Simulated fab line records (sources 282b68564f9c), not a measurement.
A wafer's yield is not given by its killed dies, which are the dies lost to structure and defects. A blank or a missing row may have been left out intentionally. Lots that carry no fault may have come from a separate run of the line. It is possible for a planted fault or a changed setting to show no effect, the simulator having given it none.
fab line records :: flow rit_cmos
record:
  lots: 11
  wafers: 33
  last_day: 8
route steps=202 shown PSD@150
lots with no fault: from the same line, run without faults
start_h: the number of hours between the record's first day and the start of the first shown wafer of the lot :: wait_h: hours elapsed since this lot's preceding step :: " unchanged from the row above :: L1.1+2: a row that stands for several wafers :: - value missing, or start not given :: * or withheld: withheld :: < > ~ a bound
route shown NAME@n: a module of which the file shows steps, and the number in the route of the first :: usual: mean and standard deviation over wafers with no fault :: same: alike in all rows :: chamber/n: place in a boat :: sites: per-site readings :: _std_site: how widely they spread, as a standard deviation :: _edge_site: the outer-site mean with the inner-site mean subtracted :: radius_mm: for every site, how far away it sits from the centre of the wafer :: mask NAME#n: copy n :: behind: the tool/chamber that last shaped the wafer :: hold: why the lot was held/for how many hours/how that ended :: device: transistor that didn't switch, given as n, p or np :: end of line: tests run on the same wafers once the route is complete :: for a step that has no rows: nothing shown but its recipe :: killed: count of dies lost to structure and defects at first sort (not the wafer's yield) :: map: dies across one wafer; x = killed, . = not, _ = none there
set.NAME: the setting the step ran with; set.NAME@STEP: the setting that earlier step ran with :: model.NAME: the simulator's own value behind a step, which no gauge read
a sample of lots followed through the steps of the route, with each step as a table and each wafer as a row
services: the hour from which a tool's chamber was out of use, counted from the record's first day as start_h (under 0 if before that day), plus the number of hours and why
== steps ==
step: RIT_PSD_IMPLANT_08
recipe:
  species: BF2
  energy_kev: 27
  dose_cm2: 5e+15
  tilt_deg: 7
usual:
  beam_energy_keV: 26.999/0.0076
  beam_on_s: 14.6/1.2
  dose_ions_cm2: 5.001e+15/5.8e+12
  faraday_current_uA: 10641/880
  tilt_deg: 7.001/0.019
lot.wafer: L138.1
tool: implanter-02
chamber: 0
start_h: 50.46
wait_h: 0.1
beam_energy_keV: 26.990
beam_on_s: 13.2
dose_ions_cm2: 5.012e+15
faraday_current_uA: 11675
tilt_deg: 6.967

lot.wafer: L138.5
tool: implanter-02
chamber: 0
start_h: 50.46
wait_h: 0.1
beam_energy_keV: 26.998
beam_on_s: 13.4
dose_ions_cm2: 5.013e+15
faraday_current_uA: 11481
tilt_deg: 6.994

lot.wafer: L138.6
tool: implanter-02
chamber: 0
start_h: 50.46
wait_h: 0.1
beam_energy_keV: 26.981
beam_on_s: 12.9
dose_ions_cm2: 5.002e+15
faraday_current_uA: 11939
tilt_deg: 6.984

lot.wafer: L139.1
tool: implanter-03
chamber: 0
start_h: 55.27
wait_h: 0.1
beam_energy_keV: 27.005
beam_on_s: 14.7
dose_ions_cm2: 5.007e+15
faraday_current_uA: 10504
tilt_deg: 6.968

lot.wafer: L139.3
tool: implanter-03
chamber: 0
start_h: 55.27
wait_h: 0.1
beam_energy_keV: 26.999
beam_on_s: 14.9
dose_ions_cm2: 4.994e+15
faraday_current_uA: 10354
tilt_deg: 6.993

lot.wafer: L139.5
tool: implanter-03
chamber: 0
start_h: 55.27
wait_h: 0.1
beam_energy_keV: 27.001
beam_on_s: 14.6
dose_ions_cm2: 5.007e+15
faraday_current_uA: 10593
tilt_deg: 7.018

lot.wafer: L140.2
tool: implanter-02
chamber: 0
start_h: 64.95
wait_h: 0.1
beam_energy_keV: 27.003
beam_on_s: 14.3
dose_ions_cm2: 4.999e+15
faraday_current_uA: 10671
tilt_deg: 6.998

lot.wafer: L140.3
tool: implanter-02
chamber: 0
start_h: 64.95
wait_h: 0.1
beam_energy_keV: 26.988
beam_on_s: 13.1
dose_ions_cm2: 4.992e+15
faraday_current_uA: 11706
tilt_deg: 7.012

lot.wafer: L140.6
tool: implanter-02
chamber: 0
start_h: 64.95
wait_h: 0.1
beam_energy_keV: 26.997
beam_on_s: 13.0
dose_ions_cm2: 4.987e+15
faraday_current_uA: 11755
tilt_deg: 7.038

lot.wafer: L141.4
tool: implanter-02
chamber: 0
start_h: 71.09
wait_h: 0.1
beam_energy_keV: 27.005
beam_on_s: 13.0
dose_ions_cm2: 4.997e+15
faraday_current_uA: 11841
tilt_deg: 6.961

lot.wafer: L141.5
tool: implanter-02
chamber: 0
start_h: 71.09
wait_h: 0.1
beam_energy_keV: 27.011
beam_on_s: 13.0
dose_ions_cm2: 4.999e+15
faraday_current_uA: 11759
tilt_deg: 6.978

lot.wafer: L141.6
tool: implanter-02
chamber: 0
start_h: 71.09
wait_h: 0.1
beam_energy_keV: 27.018
beam_on_s: 13.9
dose_ions_cm2: 5.007e+15
faraday_current_uA: 11058
tilt_deg: 6.986

lot.wafer: L142.2
tool: implanter-03
chamber: 0
start_h: 77.24
wait_h: 0.1
beam_energy_keV: 27.009
beam_on_s: 14.6
dose_ions_cm2: 5.014e+15
faraday_current_uA: 10610
tilt_deg: 7.009

lot.wafer: L142.5
tool: implanter-03
chamber: 0
start_h: 77.24
wait_h: 0.1
beam_energy_keV: 27.001
beam_on_s: 15.2
dose_ions_cm2: 4.989e+15
faraday_current_uA: 10190
tilt_deg: 7.009

lot.wafer: L142.6
tool: implanter-03
chamber: 0
start_h: 77.24
wait_h: 0.1
beam_energy_keV: 27.002
beam_on_s: 14.3
dose_ions_cm2: 4.999e+15
faraday_current_uA: 10728
tilt_deg: 7.001

lot.wafer: L149.3
tool: implanter-04
chamber: 0
start_h: 111.67
wait_h: 0.1
beam_energy_keV: 27.001
beam_on_s: 10.0
dose_ions_cm2: 2.333e+15
faraday_current_uA: 7280
tilt_deg: 7.025

lot.wafer: L149.4
tool: implanter-04
chamber: 0
start_h: 111.67
wait_h: 0.1
beam_energy_keV: 26.999
beam_on_s: 10.0
dose_ions_cm2: 2.334e+15
faraday_current_uA: 7282
tilt_deg: 7.029

lot.wafer: L149.5
tool: implanter-04
chamber: 0
start_h: 111.67
wait_h: 0.1
beam_energy_keV: 27.000
beam_on_s: 10.0
dose_ions_cm2: 2.339e+15
faraday_current_uA: 7223
tilt_deg: 7.059

lot.wafer: L151.1
tool: implanter-04
chamber: 0
start_h: 120.69
wait_h: 0.1
beam_energy_keV: 26.996
beam_on_s: 9.8
dose_ions_cm2: 2.34e+15
faraday_current_uA: 7405
tilt_deg: 7.014

lot.wafer: L151.3
tool: implanter-04
chamber: 0
start_h: 120.69
wait_h: 0.1
beam_energy_keV: 27.000
beam_on_s: 10.1
dose_ions_cm2: 2.342e+15
faraday_current_uA: 7165
tilt_deg: 7.010

lot.wafer: L151.5
tool: implanter-04
chamber: 0
start_h: 120.69
wait_h: 0.1
beam_energy_keV: 27.000
beam_on_s: 9.7
dose_ions_cm2: 2.341e+15
faraday_current_uA: 7408
tilt_deg: 6.978

lot.wafer: L155.2
tool: implanter-02
chamber: 0
start_h: 157.34
wait_h: 0.1
beam_energy_keV: 27.007
beam_on_s: 12.6
dose_ions_cm2: 5.006e+15
faraday_current_uA: 12151
tilt_deg: 6.995

lot.wafer: L155.3
tool: implanter-02
chamber: 0
start_h: 157.34
wait_h: 0.1
beam_energy_keV: 26.997
beam_on_s: 13.8
dose_ions_cm2: 5.001e+15
faraday_current_uA: 11159
tilt_deg: 6.972

lot.wafer: L155.5
tool: implanter-02
chamber: 0
start_h: 157.34
wait_h: 0.1
beam_energy_keV: 27.003
beam_on_s: 13.4
dose_ions_cm2: 5e+15
faraday_current_uA: 11451
tilt_deg: 6.999

lot.wafer: L157.2
tool: implanter-02
chamber: 0
start_h: 161.42
wait_h: 0.1
beam_energy_keV: 27.011
beam_on_s: 13.1
dose_ions_cm2: 4.997e+15
faraday_current_uA: 11752
tilt_deg: 6.996

lot.wafer: L157.4
tool: implanter-02
chamber: 0
start_h: 161.42
wait_h: 0.1
beam_energy_keV: 27.005
beam_on_s: 13.4
dose_ions_cm2: 5.001e+15
faraday_current_uA: 11466
tilt_deg: 6.986

lot.wafer: L157.5
tool: implanter-02
chamber: 0
start_h: 161.42
wait_h: 0.1
beam_energy_keV: 27.007
beam_on_s: 13.2
dose_ions_cm2: 4.991e+15
faraday_current_uA: 11681
tilt_deg: 7.000

lot.wafer: L160.1
tool: implanter-02
chamber: 0
start_h: 184.52
wait_h: 0.1
beam_energy_keV: 26.992
beam_on_s: 13.5
dose_ions_cm2: 5.008e+15
faraday_current_uA: 11411
tilt_deg: 6.985

lot.wafer: L160.3
tool: implanter-02
chamber: 0
start_h: 184.52
wait_h: 0.1
beam_energy_keV: 27.006
beam_on_s: 13.3
dose_ions_cm2: 5.003e+15
faraday_current_uA: 11559
tilt_deg: 7.011

lot.wafer: L160.4
tool: implanter-02
chamber: 0
start_h: 184.52
wait_h: 0.1
beam_energy_keV: 26.987
beam_on_s: 12.9
dose_ions_cm2: 4.991e+15
faraday_current_uA: 11891
tilt_deg: 6.979

lot.wafer: L161.3
tool: implanter-02
chamber: 0
start_h: 186.31
wait_h: 0.1
beam_energy_keV: 26.987
beam_on_s: 13.5
dose_ions_cm2: 5.003e+15
faraday_current_uA: 11363
tilt_deg: 7.004

lot.wafer: L161.4
tool: implanter-02
chamber: 0
start_h: 186.31
wait_h: 0.1
beam_energy_keV: 27.005
beam_on_s: 13.4
dose_ions_cm2: 5.001e+15
faraday_current_uA: 11456
tilt_deg: 7.002

lot.wafer: L161.5
tool: implanter-02
chamber: 0
start_h: 186.31
wait_h: 0.1
beam_energy_keV: 27.000
beam_on_s: 13.4
dose_ions_cm2: 5.006e+15
faraday_current_uA: 11410
tilt_deg: 7.004
step: RIT_PSD_TW_MEAS_10
usual:
  PSD_TW: 3444/21
lot.wafer: L138.1
tool: film_metro-03
chamber: -
start_h: 50.78
wait_h: 0.1
PSD_TW: 3454

lot.wafer: L138.5
tool: film_metro-03
chamber: -
start_h: 50.78
wait_h: 0.1
PSD_TW: 3456

lot.wafer: L138.6
tool: film_metro-03
chamber: -
start_h: 50.78
wait_h: 0.1
PSD_TW: 3440

lot.wafer: L139.1
tool: film_metro-03
chamber: -
start_h: 55.60
wait_h: 0.1
PSD_TW: 3441

lot.wafer: L139.3
tool: film_metro-03
chamber: -
start_h: 55.60
wait_h: 0.1
PSD_TW: 3454

lot.wafer: L139.5
tool: film_metro-03
chamber: -
start_h: 55.60
wait_h: 0.1
PSD_TW: 3452

lot.wafer: L140.2
tool: film_metro-01
chamber: -
start_h: 65.26
wait_h: 0.1
PSD_TW: 3392

lot.wafer: L140.3
tool: film_metro-01
chamber: -
start_h: 65.26
wait_h: 0.1
PSD_TW: 3399

lot.wafer: L140.6
tool: film_metro-01
chamber: -
start_h: 65.26
wait_h: 0.1
PSD_TW: 3402

lot.wafer: L141.4
tool: film_metro-02
chamber: -
start_h: 71.37
wait_h: 0.1
PSD_TW: 3462

lot.wafer: L141.5
tool: film_metro-02
chamber: -
start_h: 71.37
wait_h: 0.1
PSD_TW: 3464

lot.wafer: L141.6
tool: film_metro-02
chamber: -
start_h: 71.37
wait_h: 0.1
PSD_TW: 3473

lot.wafer: L142.2
tool: film_metro-02
chamber: -
start_h: 77.55
wait_h: 0.1
PSD_TW: 3431

lot.wafer: L142.5
tool: film_metro-02
chamber: -
start_h: 77.55
wait_h: 0.1
PSD_TW: 3424

lot.wafer: L142.6
tool: film_metro-02
chamber: -
start_h: 77.55
wait_h: 0.1
PSD_TW: 3436

lot.wafer: L149.3
tool: film_metro-02
chamber: -
start_h: 111.96
wait_h: 0.1
PSD_TW: 3123

lot.wafer: L149.4
tool: film_metro-02
chamber: -
start_h: 111.96
wait_h: 0.1
PSD_TW: 3129

lot.wafer: L149.5
tool: film_metro-02
chamber: -
start_h: 111.96
wait_h: 0.1
PSD_TW: 3148

lot.wafer: L151.1
tool: film_metro-01
chamber: -
start_h: 121.01
wait_h: 0.1
PSD_TW: 3117

lot.wafer: L151.3
tool: film_metro-01
chamber: -
start_h: 121.01
wait_h: 0.1
PSD_TW: 3124

lot.wafer: L151.5
tool: film_metro-01
chamber: -
start_h: 121.01
wait_h: 0.1
PSD_TW: 3124

lot.wafer: L155.2
tool: film_metro-03
chamber: -
start_h: 157.65
wait_h: 0.1
PSD_TW: 3471

lot.wafer: L155.3
tool: film_metro-03
chamber: -
start_h: 157.65
wait_h: 0.1
PSD_TW: 3449

lot.wafer: L155.5
tool: film_metro-03
chamber: -
start_h: 157.65
wait_h: 0.1
PSD_TW: 3469

lot.wafer: L157.2
tool: film_metro-01
chamber: -
start_h: 161.73
wait_h: 0.1
PSD_TW: 3424

lot.wafer: L157.4
tool: film_metro-01
chamber: -
start_h: 161.73
wait_h: 0.1
PSD_TW: 3402

lot.wafer: L157.5
tool: film_metro-01
chamber: -
start_h: 161.73
wait_h: 0.1
PSD_TW: 3414

lot.wafer: L160.1
tool: film_metro-03
chamber: -
start_h: 184.85
wait_h: 0.1
PSD_TW: 3450

lot.wafer: L160.3
tool: film_metro-03
chamber: -
start_h: 184.85
wait_h: 0.1
PSD_TW: 3431

lot.wafer: L160.4
tool: film_metro-03
chamber: -
start_h: 184.85
wait_h: 0.1
PSD_TW: 3455

lot.wafer: L161.3
tool: film_metro-03
chamber: -
start_h: 186.61
wait_h: 0.1
PSD_TW: 3454

lot.wafer: L161.4
tool: film_metro-03
chamber: -
start_h: 186.61
wait_h: 0.1
PSD_TW: 3458

lot.wafer: L161.5
tool: film_metro-03
chamber: -
start_h: 186.61
wait_h: 0.1
PSD_TW: 3465
step: RIT_SDANNEAL_RS_MEAS_04
recipe:
  thk_meas_gauge: four-point-probe
usual:
  PSD_RS: 115.9/0.32
lot.wafer: L138.1
tool: film_metro-01
chamber: -
start_h: 51.27
wait_h: 0.0
PSD_RS[ohm/sq]: 115.7

lot.wafer: L138.5
tool: film_metro-01
chamber: -
start_h: 51.27
wait_h: 0.0
PSD_RS[ohm/sq]: 115.8

lot.wafer: L138.6
tool: film_metro-01
chamber: -
start_h: 51.27
wait_h: 0.0
PSD_RS[ohm/sq]: 115.7

lot.wafer: L139.1
tool: film_metro-02
chamber: -
start_h: 56.08
wait_h: 0.0
PSD_RS[ohm/sq]: 115.9

lot.wafer: L139.3
tool: film_metro-02
chamber: -
start_h: 56.08
wait_h: 0.0
PSD_RS[ohm/sq]: 115.3

lot.wafer: L139.5
tool: film_metro-02
chamber: -
start_h: 56.08
wait_h: 0.0
PSD_RS[ohm/sq]: 115.6

lot.wafer: L140.2
tool: film_metro-01
chamber: -
start_h: 65.76
wait_h: 0.1
PSD_RS[ohm/sq]: 115.7

lot.wafer: L140.3
tool: film_metro-01
chamber: -
start_h: 65.76
wait_h: 0.1
PSD_RS[ohm/sq]: 116.0

lot.wafer: L140.6
tool: film_metro-01
chamber: -
start_h: 65.76
wait_h: 0.1
PSD_RS[ohm/sq]: 115.8

lot.wafer: L141.4
tool: film_metro-01
chamber: -
start_h: 71.89
wait_h: 0.1
PSD_RS[ohm/sq]: 115.7

lot.wafer: L141.5
tool: film_metro-01
chamber: -
start_h: 71.89
wait_h: 0.1
PSD_RS[ohm/sq]: 115.9

lot.wafer: L141.6
tool: film_metro-01
chamber: -
start_h: 71.89
wait_h: 0.1
PSD_RS[ohm/sq]: 116.0

lot.wafer: L142.2
tool: film_metro-03
chamber: -
start_h: 78.05
wait_h: 0.1
PSD_RS[ohm/sq]: 115.7

lot.wafer: L142.5
tool: film_metro-03
chamber: -
start_h: 78.05
wait_h: 0.1
PSD_RS[ohm/sq]: 115.8

lot.wafer: L142.6
tool: film_metro-03
chamber: -
start_h: 78.05
wait_h: 0.1
PSD_RS[ohm/sq]: 115.5

lot.wafer: L149.3
tool: film_metro-01
chamber: -
start_h: 112.48
wait_h: 0.1
PSD_RS[ohm/sq]: 127.4

lot.wafer: L149.4
tool: film_metro-01
chamber: -
start_h: 112.48
wait_h: 0.1
PSD_RS[ohm/sq]: 127.7

lot.wafer: L149.5
tool: film_metro-01
chamber: -
start_h: 112.48
wait_h: 0.1
PSD_RS[ohm/sq]: 127.1

lot.wafer: L151.1
tool: film_metro-03
chamber: -
start_h: 121.50
wait_h: 0.0
PSD_RS[ohm/sq]: 126.1

lot.wafer: L151.3
tool: film_metro-03
chamber: -
start_h: 121.50
wait_h: 0.0
PSD_RS[ohm/sq]: 126.4

lot.wafer: L151.5
tool: film_metro-03
chamber: -
start_h: 121.50
wait_h: 0.0
PSD_RS[ohm/sq]: 126.5

lot.wafer: L155.2
tool: film_metro-01
chamber: -
start_h: 158.18
wait_h: 0.1
PSD_RS[ohm/sq]: 115.7

lot.wafer: L155.3
tool: film_metro-01
chamber: -
start_h: 158.18
wait_h: 0.1
PSD_RS[ohm/sq]: 115.9

lot.wafer: L155.5
tool: film_metro-01
chamber: -
start_h: 158.18
wait_h: 0.1
PSD_RS[ohm/sq]: 116.1

lot.wafer: L157.2
tool: film_metro-01
chamber: -
start_h: 162.26
wait_h: 0.1
PSD_RS[ohm/sq]: 115.8

lot.wafer: L157.4
tool: film_metro-01
chamber: -
start_h: 162.26
wait_h: 0.1
PSD_RS[ohm/sq]: 115.5

lot.wafer: L157.5
tool: film_metro-01
chamber: -
start_h: 162.26
wait_h: 0.1
PSD_RS[ohm/sq]: 115.4

lot.wafer: L160.1
tool: film_metro-03
chamber: -
start_h: 185.36
wait_h: 0.0
PSD_RS[ohm/sq]: 115.8

lot.wafer: L160.3
tool: film_metro-03
chamber: -
start_h: 185.36
wait_h: 0.0
PSD_RS[ohm/sq]: 115.4

lot.wafer: L160.4
tool: film_metro-03
chamber: -
start_h: 185.36
wait_h: 0.0
PSD_RS[ohm/sq]: 116.0

lot.wafer: L161.3
tool: film_metro-03
chamber: -
start_h: 187.16
wait_h: 0.1
PSD_RS[ohm/sq]: 115.9

lot.wafer: L161.4
tool: film_metro-03
chamber: -
start_h: 187.16
wait_h: 0.1
PSD_RS[ohm/sq]: 115.7

lot.wafer: L161.5
tool: film_metro-03
chamber: -
start_h: 187.16
wait_h: 0.1
PSD_RS[ohm/sq]: 115.5
== services ==
tool: implanter-04
chamber: -
start_h: 54.73
hours: 10.3
kind: repair

tool: implanter-04
chamber: -
start_h: 66.10
hours: 15.3
kind: pm

tool: implanter-02
chamber: -
start_h: 88.23
hours: 6.2
kind: repair
== key ==
first_sign:
  step: RIT_PSD_IMPLANT_08
  reading: dose_ions_cm2
  direction: down
  sigmas: 99+
  usual: 5.001e+15
  struck: 2.338e+15
effect:
  step: RIT_PSD_IMPLANT_08
  reading: faraday_current_uA
  direction: down
  sigmas: 3.8
  usual: 10641
  struck: 7294
effect:
  step: RIT_PSD_TW_MEAS_10
  reading: PSD_TW
  direction: down
  sigmas: 15
  usual: 3444
  struck: 3128
effect:
  step: RIT_SDANNEAL_RS_MEAS_04
  reading: PSD_RS
  direction: up
  sigmas: 34
  usual: 115.9
  struck: 126.9
met_at RIT_PSD_IMPLANT_08
struck_lots L149,L151
tester_left_out L149,L151
fault:
  kind: process_parameter_drift
  tool: implanter-04
  chamber: -
  onset_h: 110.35
  steps: RIT_PSD_IMPLANT_08
  channel: dose_cm2
  offset: -2.6627e+15
  shape: step
  end_h: 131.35
  acts_in: these_recipes_only
  stated: 5e+15
tester_left_out: of these lots the tester's yield and bins aren't shown, on N5 and GAA mostly nor the transistor test; their killed dies are dies lost to structure and defects alone, not to doping, threshold or leakage, so they don't give the yield
